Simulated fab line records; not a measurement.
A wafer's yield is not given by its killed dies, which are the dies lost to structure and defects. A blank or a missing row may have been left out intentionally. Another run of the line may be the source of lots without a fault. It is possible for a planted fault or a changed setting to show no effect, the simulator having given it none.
fab line records / flow berkeleyCmos170 / part 2 of 2: steps 26 to 36 of 36
[record] lots = 5 wafers = 15 lastDay = 12
route steps=331 shown PSD@184 NSD@187 BACKSIDE@199 SDANNEAL@204 PLDD@208 NLDD@209 SILICIDE@210 CONTACT@216
lots that met no fault: taken from a fault-free run of the same line
startH: hours from the record's opening day to when the first of the lot's shown wafers began / waitH: time in hours since the lot's previous step / " as in the row above / L1.1+2: several wafers, shown together as one row / - no value present, or no start provided / * or withheld: withheld / < > ~ a bound
route shown NAME@n: names a module that has steps shown in the file, with the first one's number in the route / usual: mean and standard deviation over wafers with no fault / same: alike in all rows / chamber/n: place in a boat / sites: each site's reading / _std_site: standard deviation across them / _edge_site: inner sites' mean taken away from outer sites' mean / radiusMm: for every site, how far away it sits from the centre of the wafer / mask NAME#n: copy n / behind: the tool/chamber that last shaped the wafer / hold: why the lot was held/for how many hours/how that ended / device: which transistor (n, p or np) failed to switch / end of line: at the end of the route, the tests of the same wafers / step lacking rows: just its recipe / killed: dies that structure and defects cost at the first sort, which is not the same as the wafer's yield / map: a wafer's dies, x killed, . not, _ none there
set.NAME: the setting that was run; set.NAME@STEP: the one run at that earlier step / model.NAME: the simulator's own value behind a step, which no gauge read
lots seen at some steps along the route; tables by step, rows by wafer
services: from which hour (startH, from the record's first day; less than 0 if before it) a tool's chamber was out of use, for how many hours, and why
[[steps]]
[step UCB170_SDANNEAL_RS_MEAS_05]
[recipe] thkMeasGauge = four-point-probe
[usual] NLDD_RS = 616.4/1.8
lot.wafer=L074.3 tool=filmMetro-03 chamber=- startH=177.95 waitH=0.1 NLDD_RS[ohm/sq]=615.9
lot.wafer=L074.4 tool=filmMetro-03 chamber=- startH=177.95 waitH=0.1 NLDD_RS[ohm/sq]=616.5
lot.wafer=L074.5 tool=filmMetro-03 chamber=- startH=177.95 waitH=0.1 NLDD_RS[ohm/sq]=616.4
lot.wafer=L079.1 tool=filmMetro-01 chamber=- startH=192.59 waitH=0.1 NLDD_RS[ohm/sq]=617.3
lot.wafer=L079.4 tool=filmMetro-01 chamber=- startH=192.59 waitH=0.1 NLDD_RS[ohm/sq]=616.7
lot.wafer=L079.6 tool=filmMetro-01 chamber=- startH=192.59 waitH=0.1 NLDD_RS[ohm/sq]=616.8
lot.wafer=L082.3 tool=filmMetro-02 chamber=- startH=216.38 waitH=0.1 NLDD_RS[ohm/sq]=618.7
lot.wafer=L082.5 tool=filmMetro-02 chamber=- startH=216.38 waitH=0.1 NLDD_RS[ohm/sq]=617.9
lot.wafer=L082.6 tool=filmMetro-02 chamber=- startH=216.38 waitH=0.1 NLDD_RS[ohm/sq]=620.2
lot.wafer=L085.1 tool=filmMetro-02 chamber=- startH=231.24 waitH=0.1 NLDD_RS[ohm/sq]=618.6
lot.wafer=L085.3 tool=filmMetro-02 chamber=- startH=231.24 waitH=0.1 NLDD_RS[ohm/sq]=615.6
lot.wafer=L085.4 tool=filmMetro-02 chamber=- startH=231.24 waitH=0.1 NLDD_RS[ohm/sq]=616.9
lot.wafer=L091.3 tool=filmMetro-03 chamber=- startH=257.82 waitH=0.1 NLDD_RS[ohm/sq]=613.2
lot.wafer=L091.4 tool=filmMetro-03 chamber=- startH=257.82 waitH=0.1 NLDD_RS[ohm/sq]=614.1
lot.wafer=L091.6 tool=filmMetro-03 chamber=- startH=257.82 waitH=0.1 NLDD_RS[ohm/sq]=614.8
[step UCB170_SILICIDE_PRE_CLEAN_00]
[recipe] gas = Ar precleanEtchTimeS = 60
lot.wafer=L074.3+4+5 tool=pvdSputter-04 chamber=- startH=178.03 waitH=0.1
lot.wafer=L079.1+4+6 tool=pvdSputter-03 chamber=- startH=192.71 waitH=0.1
lot.wafer=L082.3+5+6 tool=pvdSputter-04 chamber=- startH=216.46 waitH=0.1
lot.wafer=L085.1+3+4 tool=pvdSputter-04 chamber=- startH=231.36 waitH=0.1
lot.wafer=L091.3+4+6 tool=pvdSputter-02 chamber=- startH=257.90 waitH=0.1
[step UCB170_SILICIDE_SPUTTER_01]
[recipe] material = Ti targetThkNm = 30 timeS = 25 powerW = 1500 chamberPressurePa = 0.5
[usual] throttleValvePct = 29.9/1.1
lot.wafer=L074.3 tool=pvdSputter-04 chamber=- startH=178.10 waitH=0.0 throttleValvePct=31.2
lot.wafer=L074.4 tool=pvdSputter-04 chamber=- startH=178.10 waitH=0.0 throttleValvePct=28.7
lot.wafer=L074.5 tool=pvdSputter-04 chamber=- startH=178.10 waitH=0.0 throttleValvePct=31.1
lot.wafer=L079.1 tool=pvdSputter-03 chamber=- startH=192.78 waitH=0.0 throttleValvePct=30.1
lot.wafer=L079.4 tool=pvdSputter-03 chamber=- startH=192.78 waitH=0.0 throttleValvePct=29.2
lot.wafer=L079.6 tool=pvdSputter-03 chamber=- startH=192.78 waitH=0.0 throttleValvePct=28.8
lot.wafer=L082.3 tool=pvdSputter-04 chamber=- startH=216.53 waitH=0.0 throttleValvePct=28.0
lot.wafer=L082.5 tool=pvdSputter-04 chamber=- startH=216.53 waitH=0.0 throttleValvePct=28.9
lot.wafer=L082.6 tool=pvdSputter-04 chamber=- startH=216.53 waitH=0.0 throttleValvePct=31.6
lot.wafer=L085.1 tool=pvdSputter-04 chamber=- startH=231.43 waitH=0.0 throttleValvePct=29.0
lot.wafer=L085.3 tool=pvdSputter-04 chamber=- startH=231.43 waitH=0.0 throttleValvePct=31.4
lot.wafer=L085.4 tool=pvdSputter-04 chamber=- startH=231.43 waitH=0.0 throttleValvePct=30.8
lot.wafer=L091.3 tool=pvdSputter-02 chamber=- startH=257.96 waitH=0.0 throttleValvePct=29.4
lot.wafer=L091.4 tool=pvdSputter-02 chamber=- startH=257.96 waitH=0.0 throttleValvePct=31.3
lot.wafer=L091.6 tool=pvdSputter-02 chamber=- startH=257.96 waitH=0.0 throttleValvePct=31.5
[step UCB170_SILICIDE_RS_MEAS_02]
[recipe] thkMeasGauge = four-point-probe reads = Ti_of_SILICIDE_SPUTTER_01
[usual] SILICIDE_TI_RS = 26.1/0.36
lot.wafer=L074.3 tool=filmMetro-04 chamber=- startH=178.17 waitH=0.1 SILICIDE_TI_RS[ohm/sq]=26.0
lot.wafer=L074.4 tool=filmMetro-04 chamber=- startH=178.17 waitH=0.1 SILICIDE_TI_RS[ohm/sq]=26.0
lot.wafer=L074.5 tool=filmMetro-04 chamber=- startH=178.17 waitH=0.1 SILICIDE_TI_RS[ohm/sq]=26.1
lot.wafer=L079.1 tool=filmMetro-04 chamber=- startH=192.81 waitH=0.0 SILICIDE_TI_RS[ohm/sq]=25.7
lot.wafer=L079.4 tool=filmMetro-04 chamber=- startH=192.81 waitH=0.0 SILICIDE_TI_RS[ohm/sq]=25.9
lot.wafer=L079.6 tool=filmMetro-04 chamber=- startH=192.81 waitH=0.0 SILICIDE_TI_RS[ohm/sq]=26.1
lot.wafer=L082.3 tool=filmMetro-01 chamber=- startH=216.60 waitH=0.1 SILICIDE_TI_RS[ohm/sq]=26.0
lot.wafer=L082.5 tool=filmMetro-01 chamber=- startH=216.60 waitH=0.1 SILICIDE_TI_RS[ohm/sq]=25.9
lot.wafer=L082.6 tool=filmMetro-01 chamber=- startH=216.60 waitH=0.1 SILICIDE_TI_RS[ohm/sq]=25.6
lot.wafer=L085.1 tool=filmMetro-02 chamber=- startH=231.46 waitH=0.0 SILICIDE_TI_RS[ohm/sq]=26.1
lot.wafer=L085.3 tool=filmMetro-02 chamber=- startH=231.46 waitH=0.0 SILICIDE_TI_RS[ohm/sq]=25.8
lot.wafer=L085.4 tool=filmMetro-02 chamber=- startH=231.46 waitH=0.0 SILICIDE_TI_RS[ohm/sq]=26.0
lot.wafer=L091.3 tool=filmMetro-04 chamber=- startH=258.23 waitH=0.2 SILICIDE_TI_RS[ohm/sq]=26.6
lot.wafer=L091.4 tool=filmMetro-04 chamber=- startH=258.23 waitH=0.2 SILICIDE_TI_RS[ohm/sq]=26.5
lot.wafer=L091.6 tool=filmMetro-04 chamber=- startH=258.23 waitH=0.2 SILICIDE_TI_RS[ohm/sq]=26.2
[step UCB170_SILICIDE_THK_MEAS_03]
[recipe] thkMeasGauge = xrf reads = Ti_of_SILICIDE_SPUTTER_01
[usual] SILICIDE_TI_THK = 30.5/0.37
lot.wafer=L074.3 tool=filmMetro-04 chamber=- startH=178.27 waitH=0.1 SILICIDE_TI_THK[nm]=30.7
lot.wafer=L074.4 tool=filmMetro-04 chamber=- startH=178.27 waitH=0.1 SILICIDE_TI_THK[nm]=30.7
lot.wafer=L074.5 tool=filmMetro-04 chamber=- startH=178.27 waitH=0.1 SILICIDE_TI_THK[nm]=30.9
lot.wafer=L079.1 tool=filmMetro-04 chamber=- startH=192.93 waitH=0.1 SILICIDE_TI_THK[nm]=30.9
lot.wafer=L079.4 tool=filmMetro-04 chamber=- startH=192.93 waitH=0.1 SILICIDE_TI_THK[nm]=30.8
lot.wafer=L079.6 tool=filmMetro-04 chamber=- startH=192.93 waitH=0.1 SILICIDE_TI_THK[nm]=30.6
lot.wafer=L082.3 tool=filmMetro-01 chamber=- startH=216.70 waitH=0.1 SILICIDE_TI_THK[nm]=30.6
lot.wafer=L082.5 tool=filmMetro-01 chamber=- startH=216.70 waitH=0.1 SILICIDE_TI_THK[nm]=30.7
lot.wafer=L082.6 tool=filmMetro-01 chamber=- startH=216.70 waitH=0.1 SILICIDE_TI_THK[nm]=30.8
lot.wafer=L085.1 tool=filmMetro-02 chamber=- startH=231.58 waitH=0.1 SILICIDE_TI_THK[nm]=30.4
lot.wafer=L085.3 tool=filmMetro-02 chamber=- startH=231.58 waitH=0.1 SILICIDE_TI_THK[nm]=30.9
lot.wafer=L085.4 tool=filmMetro-02 chamber=- startH=231.58 waitH=0.1 SILICIDE_TI_THK[nm]=30.5
lot.wafer=L091.3 tool=filmMetro-04 chamber=- startH=258.33 waitH=0.1 SILICIDE_TI_THK[nm]=30.3
lot.wafer=L091.4 tool=filmMetro-04 chamber=- startH=258.33 waitH=0.1 SILICIDE_TI_THK[nm]=30.4
lot.wafer=L091.6 tool=filmMetro-04 chamber=- startH=258.33 waitH=0.1 SILICIDE_TI_THK[nm]=30.7
[step UCB170_SILICIDE_RTA_04]
[recipe] tempC = 650 timeS = 15 ambient = N2
[usual] annealTempCMax = 653.5/1.2 lampPowerPct = 8.929/0.016 wafer_temp_C_max = 652.4/0.66
lot.wafer=L074.3 tool=rtpAnneal-02 chamber=0 startH=178.34 waitH=0.1 annealTempCMax=652.0 lampPowerPct=8.910 wafer_temp_C_max=651.7
lot.wafer=L074.4 tool=rtpAnneal-02 chamber=0 startH=178.34 waitH=0.1 annealTempCMax=652.7 lampPowerPct=8.933 wafer_temp_C_max=652.2
lot.wafer=L074.5 tool=rtpAnneal-02 chamber=0 startH=178.34 waitH=0.1 annealTempCMax=653.0 lampPowerPct=8.925 wafer_temp_C_max=652.4
lot.wafer=L079.1 tool=rtpAnneal-01 chamber=0 startH=192.99 waitH=0.1 annealTempCMax=655.1 lampPowerPct=8.944 wafer_temp_C_max=652.2
lot.wafer=L079.4 tool=rtpAnneal-01 chamber=0 startH=192.99 waitH=0.1 annealTempCMax=654.5 lampPowerPct=8.962 wafer_temp_C_max=653.6
lot.wafer=L079.6 tool=rtpAnneal-01 chamber=0 startH=192.99 waitH=0.1 annealTempCMax=654.4 lampPowerPct=8.955 wafer_temp_C_max=654.0
lot.wafer=L082.3 tool=rtpAnneal-02 chamber=0 startH=216.77 waitH=0.1 annealTempCMax=653.1 lampPowerPct=8.929 wafer_temp_C_max=652.2
lot.wafer=L082.5 tool=rtpAnneal-02 chamber=0 startH=216.77 waitH=0.1 annealTempCMax=652.9 lampPowerPct=8.905 wafer_temp_C_max=651.4
lot.wafer=L082.6 tool=rtpAnneal-02 chamber=0 startH=216.77 waitH=0.1 annealTempCMax=652.6 lampPowerPct=8.922 wafer_temp_C_max=652.9
lot.wafer=L085.1 tool=rtpAnneal-01 chamber=0 startH=231.64 waitH=0.1 annealTempCMax=654.8 lampPowerPct=8.969 wafer_temp_C_max=653.9
lot.wafer=L085.3 tool=rtpAnneal-01 chamber=0 startH=231.64 waitH=0.1 annealTempCMax=655.7 lampPowerPct=8.956 wafer_temp_C_max=653.7
lot.wafer=L085.4 tool=rtpAnneal-01 chamber=0 startH=231.64 waitH=0.1 annealTempCMax=655.1 lampPowerPct=8.941 wafer_temp_C_max=651.8
lot.wafer=L091.3 tool=rtpAnneal-02 chamber=0 startH=258.39 waitH=0.1 annealTempCMax=652.8 lampPowerPct=8.923 wafer_temp_C_max=651.6
lot.wafer=L091.4 tool=rtpAnneal-02 chamber=0 startH=258.39 waitH=0.1 annealTempCMax=653.2 lampPowerPct=8.916 wafer_temp_C_max=651.9
lot.wafer=L091.6 tool=rtpAnneal-02 chamber=0 startH=258.39 waitH=0.1 annealTempCMax=653.4 lampPowerPct=8.901 wafer_temp_C_max=651.9
[step UCB170_SILICIDE_WET_ETCH_05]
[recipe] chemistry = SPM timeS = 45 tempC = 120 target = Ti
lot.wafer=L074.3+4+5 tool=wetBench-01 chamber=0 startH=178.39 waitH=0.0
lot.wafer=L079.1+4+6 tool=wetBench-02 chamber=2 startH=193.07 waitH=0.1
lot.wafer=L082.3+5+6 tool=wetBench-03 chamber=3 startH=216.82 waitH=0.0
lot.wafer=L085.1+3+4 tool=wetBench-03 chamber=1 startH=231.72 waitH=0.1
lot.wafer=L091.3+4+6 tool=wetBench-01 chamber=2 startH=258.44 waitH=0.0
[step UCB170_CONTACT_CLEAN_00]
[recipe] chemistry = SPM tempC = 120 timeS = 600
lot.wafer=L074.3+4+5 tool=wetBench-02 chamber=0 startH=178.41 waitH=0.0
lot.wafer=L079.1+4+6 tool=wetBench-02 chamber=0 startH=193.09 waitH=0.0
lot.wafer=L082.3+5+6 tool=wetBench-03 chamber=1 startH=216.84 waitH=0.0
lot.wafer=L085.1+3+4 tool=wetBench-03 chamber=0 startH=231.74 waitH=0.0
lot.wafer=L091.3+4+6 tool=wetBench-03 chamber=2 startH=258.46 waitH=0.0
[step UCB170_CONTACT_CVD_01]
[recipe] material = PSG targetThkNm = 700 tempC = 450 precursor = SiH4/O2/PH3 timeS = 2820 pressureMtorr = 300 sih4FlowSccm = 60 o2FlowSccm = 90 ph3FlowSccm = 25
[usual] o2FlowSccm = 90.03/0.27 spikeTcSourceC = 466.4/2.2
lot.wafer=L074.3 tool=lpcvd-01 chamber=1 startH=179.71 waitH=1.1 o2FlowSccm=90.22 spikeTcSourceC=463.3
lot.wafer=L074.4 tool=lpcvd-01 chamber=1 startH=179.71 waitH=1.1 o2FlowSccm=89.68 spikeTcSourceC=464.7
lot.wafer=L074.5 tool=lpcvd-01 chamber=1 startH=179.71 waitH=1.1 o2FlowSccm=90.19 spikeTcSourceC=465.1
lot.wafer=L079.1 tool=lpcvd-02 chamber=1 startH=193.26 waitH=0.0 o2FlowSccm=89.93 spikeTcSourceC=468.5
lot.wafer=L079.4 tool=lpcvd-02 chamber=1 startH=193.26 waitH=0.0 o2FlowSccm=89.57 spikeTcSourceC=471.6
lot.wafer=L079.6 tool=lpcvd-02 chamber=1 startH=193.26 waitH=0.0 o2FlowSccm=90.30 spikeTcSourceC=471.3
lot.wafer=L082.3 tool=lpcvd-01 chamber=1 startH=217.01 waitH=0.0 o2FlowSccm=89.96 spikeTcSourceC=463.1
lot.wafer=L082.5 tool=lpcvd-01 chamber=1 startH=217.01 waitH=0.0 o2FlowSccm=90.46 spikeTcSourceC=464.7
lot.wafer=L082.6 tool=lpcvd-01 chamber=1 startH=217.01 waitH=0.0 o2FlowSccm=90.49 spikeTcSourceC=465.7
lot.wafer=L085.1 tool=lpcvd-02 chamber=1 startH=232.37 waitH=0.5 o2FlowSccm=90.15 spikeTcSourceC=470.5
lot.wafer=L085.3 tool=lpcvd-02 chamber=1 startH=232.37 waitH=0.5 o2FlowSccm=89.82 spikeTcSourceC=471.0
lot.wafer=L085.4 tool=lpcvd-02 chamber=1 startH=232.37 waitH=0.5 o2FlowSccm=90.03 spikeTcSourceC=468.4
lot.wafer=L091.3 tool=lpcvd-02 chamber=0 startH=258.64 waitH=0.0 o2FlowSccm=90.01 spikeTcSourceC=465.1
lot.wafer=L091.4 tool=lpcvd-02 chamber=0 startH=258.64 waitH=0.0 o2FlowSccm=90.19 spikeTcSourceC=464.1
lot.wafer=L091.6 tool=lpcvd-02 chamber=0 startH=258.64 waitH=0.0 o2FlowSccm=90.04 spikeTcSourceC=467.7
[step UCB170_CONTACT_THK_MEAS_02]
[recipe] reads = PSG_of_CONTACT_CVD_01
[usual] CONTACT_PSG_THK = 697/6.3
lot.wafer=L074.3 tool=filmMetro-03 chamber=- startH=181.61 waitH=0.1 CONTACT_PSG_THK[nm]=693
lot.wafer=L074.4 tool=filmMetro-03 chamber=- startH=181.61 waitH=0.1 CONTACT_PSG_THK[nm]=692
lot.wafer=L074.5 tool=filmMetro-03 chamber=- startH=181.61 waitH=0.1 CONTACT_PSG_THK[nm]=696
lot.wafer=L079.1 tool=filmMetro-01 chamber=- startH=195.12 waitH=0.1 CONTACT_PSG_THK[nm]=701
lot.wafer=L079.4 tool=filmMetro-01 chamber=- startH=195.12 waitH=0.1 CONTACT_PSG_THK[nm]=697
lot.wafer=L079.6 tool=filmMetro-01 chamber=- startH=195.12 waitH=0.1 CONTACT_PSG_THK[nm]=697
lot.wafer=L082.3 tool=filmMetro-03 chamber=- startH=218.82 waitH=0.0 CONTACT_PSG_THK[nm]=703
lot.wafer=L082.5 tool=filmMetro-03 chamber=- startH=218.82 waitH=0.0 CONTACT_PSG_THK[nm]=709
lot.wafer=L082.6 tool=filmMetro-03 chamber=- startH=218.82 waitH=0.0 CONTACT_PSG_THK[nm]=708
lot.wafer=L085.1 tool=filmMetro-03 chamber=- startH=234.19 waitH=0.0 CONTACT_PSG_THK[nm]=697
lot.wafer=L085.3 tool=filmMetro-03 chamber=- startH=234.19 waitH=0.0 CONTACT_PSG_THK[nm]=690
lot.wafer=L085.4 tool=filmMetro-03 chamber=- startH=234.19 waitH=0.0 CONTACT_PSG_THK[nm]=695
lot.wafer=L091.3 tool=filmMetro-04 chamber=- startH=260.46 waitH=0.0 CONTACT_PSG_THK[nm]=699
lot.wafer=L091.4 tool=filmMetro-04 chamber=- startH=260.46 waitH=0.0 CONTACT_PSG_THK[nm]=698
lot.wafer=L091.6 tool=filmMetro-04 chamber=- startH=260.46 waitH=0.0 CONTACT_PSG_THK[nm]=696
[step UCB170_CONTACT_HMDS_03]
[recipe] primeTimeS = 60 primeTempC = 100
[usual] resistLineTempC = 23.01/0.1
[same] primeTimeS = 60
lot.wafer=L074.3 tool=lithoTrack-04 chamber=0 startH=181.70 waitH=0.1 resistLineTempC=22.91
lot.wafer=L074.4 tool=lithoTrack-04 chamber=0 startH=181.70 waitH=0.1 resistLineTempC=22.83
lot.wafer=L074.5 tool=lithoTrack-04 chamber=0 startH=181.70 waitH=0.1 resistLineTempC=22.88
lot.wafer=L079.1 tool=lithoTrack-03 chamber=0 startH=195.18 waitH=0.1 resistLineTempC=22.93
lot.wafer=L079.4 tool=lithoTrack-03 chamber=0 startH=195.18 waitH=0.1 resistLineTempC=23.10
lot.wafer=L079.6 tool=lithoTrack-03 chamber=0 startH=195.18 waitH=0.1 resistLineTempC=23.16
lot.wafer=L082.3 tool=lithoTrack-03 chamber=0 startH=218.91 waitH=0.1 resistLineTempC=23.00
lot.wafer=L082.5 tool=lithoTrack-03 chamber=0 startH=218.91 waitH=0.1 resistLineTempC=23.00
lot.wafer=L082.6 tool=lithoTrack-03 chamber=0 startH=218.91 waitH=0.1 resistLineTempC=23.08
lot.wafer=L085.1 tool=lithoTrack-04 chamber=0 startH=234.66 waitH=0.5 resistLineTempC=22.94
lot.wafer=L085.3 tool=lithoTrack-04 chamber=0 startH=234.66 waitH=0.5 resistLineTempC=22.91
lot.wafer=L085.4 tool=lithoTrack-04 chamber=0 startH=234.66 waitH=0.5 resistLineTempC=22.94
lot.wafer=L091.3 tool=lithoTrack-01 chamber=0 startH=260.58 waitH=0.1 resistLineTempC=23.05
lot.wafer=L091.4 tool=lithoTrack-01 chamber=0 startH=260.58 waitH=0.1 resistLineTempC=22.95
lot.wafer=L091.6 tool=lithoTrack-01 chamber=0 startH=260.58 waitH=0.1 resistLineTempC=23.11
[[services]]
tool=lpcvd-02 chamber=- startH=153.27 hours=1.4 kind=repair
tool=plasmaAsher-04 chamber=- startH=162.68 hours=1.7 kind=repair
tool=krfScanner-01 chamber=- startH=170.83 hours=1.3 kind=pm
tool=krfScanner-01 chamber=- startH=173.94 hours=3.5 kind=repair
tool=krfScanner-02 chamber=0 startH=175.31 hours=- kind=calibration
tool=lpcvd-01 chamber=- startH=176.18 hours=1.3 kind=repair
tool=krfScanner-01 chamber=- startH=177.78 hours=6.8 kind=repair
tool=wetBench-04 chamber=- startH=182.30 hours=2.1 kind=repair
tool=krfScanner-02 chamber=- startH=185.25 hours=4.4 kind=pm
tool=krfScanner-02 chamber=- startH=201.14 hours=1.0 kind=pm
tool=plasmaAsher-02 chamber=- startH=203.56 hours=4.3 kind=pm
tool=pvdSputter-04 chamber=3 startH=204.91 hours=- kind=consumableReplace:kit
tool=pvdSputter-04 chamber=3 startH=204.91 hours=18.0 kind=scheduledDown
tool=pvdSputter-04 chamber=3 startH=204.91 hours=18.0 kind=ventCycle
tool=krfScanner-01 chamber=- startH=222.46 hours=4.0 kind=pm
tool=pvdSputter-04 chamber=- startH=240.71 hours=1.9 kind=repair
tool=pvdSputter-04 chamber=- startH=242.68 hours=1.8 kind=repair
tool=pvdSputter-02 chamber=- startH=254.82 hours=1.7 kind=repair
